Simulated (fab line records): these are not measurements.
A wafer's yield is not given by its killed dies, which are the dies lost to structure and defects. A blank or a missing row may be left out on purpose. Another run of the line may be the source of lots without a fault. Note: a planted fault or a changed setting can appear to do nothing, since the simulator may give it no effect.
fab line records | flow berkeley-cmos170
record: lots: 14 | wafers: 42 | last-day: 13
route steps=331 shown GATE@133 M1@238 V2@304 M3@325
lots that met no fault: taken from a fault-free run of the same line
start-h: hours from the record's opening day to when the first of the lot's shown wafers began | wait-h: hours elapsed since this lot's preceding step | " the same as in the row above | L1.1+2: one row covering several wafers at once | - value missing, or start not given | * or withheld: withheld | < > ~ a bound
route shown NAME@n: NAME is a module with steps in the file, n the number in the route of the first one | usual: average and standard deviation across the fault-free wafers | same: alike in all rows | chamber/n: place in a boat | sites: readings site by site | _std_site: how widely they spread, as a standard deviation | _edge_site: outer sites' mean less inner sites' | radius-mm: how far each site lies from the wafer's centre | mask NAME#n: copy n | behind: the tool/chamber that last shaped the wafer | hold: the reason the lot was held/the length of the hold in hours/how it ended | device: names the non-switching transistor (n, p or np) | end of line: tests of these same wafers at the route's end | step lacking rows: just its recipe | killed: count of dies lost to structure and defects at first sort (not the wafer's yield) | map: per-die view of a wafer (x killed, . not killed, _ where there is no die)
set.NAME: the setting that was run; set.NAME@STEP: the one run at that earlier step | model.NAME: the simulator's own value behind a step, which no gauge read
route steps across a sampled set of lots; one table per step, one row per wafer
services: the hour from which a tool's chamber was out of use, counted from the record's first day as start-h (under 0 if before that day), plus the number of hours and why
== steps ==
step: UCB170_GATE_COAT_07
recipe: resist: KrF | spin-rpm: 1500 | resist-thk-nm: 900
usual: spin-speed-rpm: 1499.8/0.82
lot.wafer | tool           | chamber | start-h | wait-h | spin-speed-rpm
L958.3    | litho-track-02 | 0       | 145     | -      | 1500.0
L958.4    | "              | 0       | "       | "      | 1499.4
L958.6    | "              | 0       | "       | "      | 1498.9
L957.2    | litho-track-04 | 0       | 145     | -      | 1498.9
L957.5    | "              | 0       | "       | "      | 1499.5
L957.6    | "              | 0       | "       | "      | 1500.0
L959.3    | litho-track-02 | 0       | 157     | -      | 1498.9
L959.4    | "              | 0       | "       | "      | 1499.9
L959.6    | "              | 0       | "       | "      | 1500.7
L960.1    | litho-track-04 | 0       | 171     | -      | 1500.0
L960.2    | "              | 0       | "       | "      | 1500.0
L960.4    | "              | 0       | "       | "      | 1501.2
L962.1    | litho-track-02 | 0       | 171     | -      | 1498.4
L962.5    | "              | 0       | "       | "      | 1498.6
L962.6    | "              | 0       | "       | "      | 1499.6
L961.2    | litho-track-03 | 0       | 171     | -      | 1500.2
L961.4    | "              | 0       | "       | "      | 1498.3
L961.5    | "              | 0       | "       | "      | 1500.4
L965.2    | litho-track-03 | 0       | 193     | -      | 1472.5
L965.3    | "              | 0       | "       | "      | 1472.2
L965.6    | "              | 0       | "       | "      | 1472.3
L967.2    | litho-track-03 | 0       | 215     | -      | 1473.0
L967.3    | "              | 0       | "       | "      | 1472.6
L967.6    | "              | 0       | "       | "      | 1473.5
L974.1    | litho-track-04 | 0       | 241     | -      | 1501.2
L974.2    | "              | 0       | "       | "      | 1499.7
L974.4    | "              | 0       | "       | "      | 1500.3
L976.1    | litho-track-02 | 0       | 246     | -      | 1499.9
L976.5    | "              | 0       | 247     | -      | 1499.1
L976.6    | "              | 0       | "       | "      | 1500.2
L975.4    | litho-track-04 | 0       | 246     | -      | 1500.7
L975.5    | "              | 0       | 247     | -      | 1499.4
L975.6    | "              | 0       | "       | "      | 1499.7
L977.1    | litho-track-04 | 0       | 252     | -      | 1500.0
L977.3    | "              | 0       | "       | "      | 1498.2
L977.4    | "              | 0       | "       | "      | 1498.7
L979.1    | litho-track-04 | 0       | 261     | -      | 1498.9
L979.2    | "              | 0       | "       | "      | 1499.5
L979.4    | "              | 0       | "       | "      | 1499.8
L980.1    | litho-track-02 | 0       | 261     | -      | 1498.6
L980.3    | "              | 0       | "       | "      | 1501.6
L980.4    | "              | 0       | "       | "      | 1499.8
step: UCB170_M1_SPUTTER_00
recipe: material: Al | target-thk-nm: 600 | time-s: 80 | power-w: 6000 | chamber-pressure-pa: 0.5
usual: chamber-pressure-pa: 0.5002/0.0011 | throttle-valve-pct: 29.6/0.91
same: time-s: 80
lot.wafer | tool           | chamber | start-h | wait-h | chamber-pressure-pa | throttle-valve-pct
L958.3    | pvd-sputter-04 | -       | 172.19  | 0.0    | 0.5003              | 29.3
L958.4    | "              | -       | "       | "      | 0.5016              | 29.3
L958.6    | "              | -       | "       | "      | 0.4991              | 29.8
L957.2    | pvd-sputter-01 | -       | 172.48  | 0.0    | 0.4985              | 29.0
L957.5    | "              | -       | "       | "      | 0.5016              | 27.9
L957.6    | "              | -       | "       | "      | 0.5009              | 30.1
L959.3    | pvd-sputter-03 | -       | 182.35  | 0.0    | 0.4990              | 28.6
L959.4    | "              | -       | "       | "      | 0.5010              | 30.4
L959.6    | "              | -       | "       | "      | 0.4999              | 28.6
L960.1    | pvd-sputter-03 | -       | 194.09  | 0.0    | 0.4979              | 30.5
L960.2    | "              | -       | "       | "      | 0.5003              | 28.9
L960.4    | "              | -       | "       | "      | 0.5009              | 30.6
L961.2    | pvd-sputter-01 | -       | 194.69  | 0.0    | 0.5000              | 29.1
L961.4    | "              | -       | "       | "      | 0.4999              | 27.9
L961.5    | "              | -       | "       | "      | 0.5006              | 29.0
L962.1    | pvd-sputter-04 | -       | 195.05  | 0.0    | 0.4996              | 30.2
L962.5    | "              | -       | "       | "      | 0.5014              | 30.2
L962.6    | "              | -       | "       | "      | 0.5007              | 29.3
L965.2    | pvd-sputter-01 | -       | 217.09  | 0.0    | 0.5000              | 30.9
L965.3    | "              | -       | "       | "      | 0.5009              | 30.1
L965.6    | "              | -       | "       | "      | 0.5006              | 31.0
L967.2    | pvd-sputter-03 | -       | 239.60  | 0.0    | 0.5013              | 30.8
L967.3    | "              | -       | "       | "      | 0.5016              | 28.7
L967.6    | "              | -       | "       | "      | 0.5018              | 30.5
L974.1    | pvd-sputter-04 | -       | 272.20  | 0.0    | 0.5002              | 30.2
L974.2    | "              | -       | "       | "      | 0.4975              | 29.2
L974.4    | "              | -       | "       | "      | 0.5010              | 29.9
L975.4    | pvd-sputter-03 | -       | 272.47  | 0.0    | 0.5013              | 28.9
L975.5    | "              | -       | "       | "      | 0.4992              | 30.6
L975.6    | "              | -       | "       | "      | 0.5006              | 28.9
L976.1    | pvd-sputter-04 | -       | 272.93  | 0.0    | 0.5009              | 29.9
L976.5    | "              | -       | "       | "      | 0.5016              | 29.5
L976.6    | "              | -       | "       | "      | 0.5030              | 30.2
L977.1    | pvd-sputter-01 | -       | 279.58  | 0.0    | 0.4995              | 28.9
L977.3    | "              | -       | "       | "      | 0.5001              | 30.8
L977.4    | "              | -       | "       | "      | 0.5010              | 28.2
L979.1    | pvd-sputter-03 | -       | 285.37  | 0.0    | 0.4997              | 28.9
L979.2    | "              | -       | "       | "      | 0.5005              | 28.7
L979.4    | "              | -       | "       | "      | 0.5000              | 30.4
L980.1    | pvd-sputter-01 | -       | 285.80  | 0.0    | 0.5015              | 31.1
L980.3    | "              | -       | "       | "      | 0.5001              | 29.1
L980.4    | "              | -       | "       | "      | 0.4988              | 29.9
step: UCB170_V2_CD_MEAS_12
recipe: target-cd-nm: 700
usual: cd-nm: 699.7/1.6
lot.wafer | tool      | chamber | start-h | wait-h | cd-nm
L958.3    | cd-sem-01 | -       | 184.15  | -      | 699.5
L958.4    | "         | -       | "       | "      | 700.0
L958.6    | "         | -       | "       | "      | 697.7
L957.2    | cd-sem-01 | -       | 184.48  | -      | 698.6
L957.5    | "         | -       | "       | "      | 695.4
L957.6    | "         | -       | "       | "      | 697.5
L959.3    | cd-sem-01 | -       | 193.12  | -      | 699.2
L959.4    | "         | -       | "       | "      | 699.5
L959.6    | "         | -       | "       | "      | 698.5
L962.1    | cd-sem-01 | -       | 206.46  | -      | 699.1
L962.5    | "         | -       | "       | "      | 697.1
L962.6    | "         | -       | "       | "      | 699.2
L960.1    | cd-sem-01 | -       | 206.59  | -      | 699.0
L960.2    | "         | -       | "       | "      | 700.8
L960.4    | "         | -       | "       | "      | 699.9
L961.2    | cd-sem-01 | -       | 206.76  | -      | 698.9
L961.4    | "         | -       | "       | "      | 699.5
L961.5    | "         | -       | "       | "      | 699.9
L965.2    | cd-sem-02 | -       | 232.80  | -      | 697.0
L965.3    | "         | -       | "       | "      | 697.9
L965.6    | "         | -       | "       | "      | 698.3
L967.2    | cd-sem-02 | -       | 253.81  | -      | 700.8
L967.3    | "         | -       | "       | "      | 698.9
L967.6    | "         | -       | "       | "      | 700.6
L974.1    | cd-sem-02 | -       | 284.41  | -      | 701.1
L974.2    | "         | -       | "       | "      | 700.1
L974.4    | "         | -       | "       | "      | 700.6
L975.4    | cd-sem-01 | -       | 286.15  | -      | 700.4
L975.5    | "         | -       | "       | "      | 699.4
L975.6    | "         | -       | "       | "      | 699.8
L976.1    | cd-sem-02 | -       | 286.31  | -      | 698.7
L976.5    | "         | -       | "       | "      | 698.4
L976.6    | "         | -       | "       | "      | 699.1
L977.1    | cd-sem-01 | -       | 295.60  | -      | 699.2
L977.3    | "         | -       | "       | "      | 697.3
L977.4    | "         | -       | "       | "      | 697.4
L979.1    | cd-sem-02 | -       | 299.11  | -      | 703.8
L979.2    | "         | -       | "       | "      | 704.7
L979.4    | "         | -       | "       | "      | 702.6
L980.1    | cd-sem-02 | -       | 299.38  | -      | 699.3
L980.3    | "         | -       | "       | "      | 699.4
L980.4    | "         | -       | "       | "      | 700.5
step: UCB170_M3_OVL_MEAS_16
usual: M3_OVL: -2/5.3
lot.wafer | tool       | chamber | start-h | wait-h | M3_OVL[nm]
L958.3    | overlay-01 | -       | 186.98  | 0.1    | -1
L958.4    | "          | -       | "       | "      | -6
L958.6    | "          | -       | "       | "      | -5
L957.2    | overlay-01 | -       | 187.40  | 0.1    | 2
L957.5    | "          | -       | "       | "      | -10
L957.6    | "          | -       | "       | "      | -6
L959.3    | overlay-02 | -       | 196.05  | 0.1    | -6
L959.4    | "          | -       | "       | "      | -10
L959.6    | "          | -       | "       | "      | -5
L962.1    | overlay-02 | -       | 209.69  | 0.1    | -4
L962.5    | "          | -       | "       | "      | -1
L962.6    | "          | -       | "       | "      | -9
L960.1    | overlay-01 | -       | 209.81  | 0.1    | -10
L960.2    | "          | -       | "       | "      | -8
L960.4    | "          | -       | "       | "      | -13
L961.2    | overlay-01 | -       | 210.22  | 0.1    | -11
L961.4    | "          | -       | "       | "      | -11
L961.5    | "          | -       | "       | "      | -6
L965.2    | overlay-02 | -       | 235.36  | 0.1    | 4
L965.3    | "          | -       | "       | "      | -6
L965.6    | "          | -       | "       | "      | 3
L967.2    | overlay-02 | -       | 256.67  | 0.1    | 3
L967.3    | "          | -       | "       | "      | -6
L967.6    | "          | -       | "       | "      | 4
L974.1    | overlay-02 | -       | 288.66  | 0.1    | 0
L974.2    | "          | -       | "       | "      | -7
L974.4    | "          | -       | "       | "      | -1
L975.4    | overlay-02 | -       | 289.34  | 0.1    | 4
L975.5    | "          | -       | "       | "      | -7
L975.6    | "          | -       | "       | "      | -1
L976.1    | overlay-02 | -       | 289.72  | 0.1    | -3
L976.5    | "          | -       | "       | "      | -3
L976.6    | "          | -       | "       | "      | -4
L977.1    | overlay-02 | -       | 298.30  | 0.1    | 3
L977.3    | "          | -       | "       | "      | 6
L977.4    | "          | -       | "       | "      | -3
L979.1    | overlay-02 | -       | 301.72  | 0.1    | -1
L979.2    | "          | -       | "       | "      | -2
L979.4    | "          | -       | "       | "      | -1
L980.1    | overlay-02 | -       | 302.08  | 0.1    | 3
L980.3    | "          | -       | "       | "      | 3
L980.4    | "          | -       | "       | "      | -6
== services ==
tool           | chamber | start-h | hours | kind
pvd-sputter-03 | -       | 147.03  | 4.5   | repair
pvd-sputter-01 | -       | 178.17  | 3.9   | repair
pvd-sputter-04 | -       | 276.99  | 3.7   | repair
== key ==
first-sign: step: UCB170_GATE_COAT_07 | reading: spin-speed-rpm | direction: down | sigmas: 33 | usual: 1499.8 | struck: 1472.7
effect none on later readings
met-at UCB170_GATE_COAT_07
struck-lots L965,L967
tester-left-out L965,L967
not-acting-at UCB170_M1_SPUTTER_00,UCB170_V2_CD_MEAS_12,UCB170_M3_OVL_MEAS_16
onset-between 171 193
fault: kind: process-parameter-drift | tool: litho-track-03 | chamber: - | onset-h: 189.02 | steps: UCB170_GATE_COAT_07 | channel: spin-rpm | offset: -27.283 | shape: step | end-h: 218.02 | acts-in: these-recipes-only | stated: 1500
tester-left-out: of these lots the tester's yield and bins aren't shown, on N5 and GAA mostly nor the transistor test; their killed dies are dies lost to structure and defects alone, not to doping, threshold or leakage, so they don't give the yield
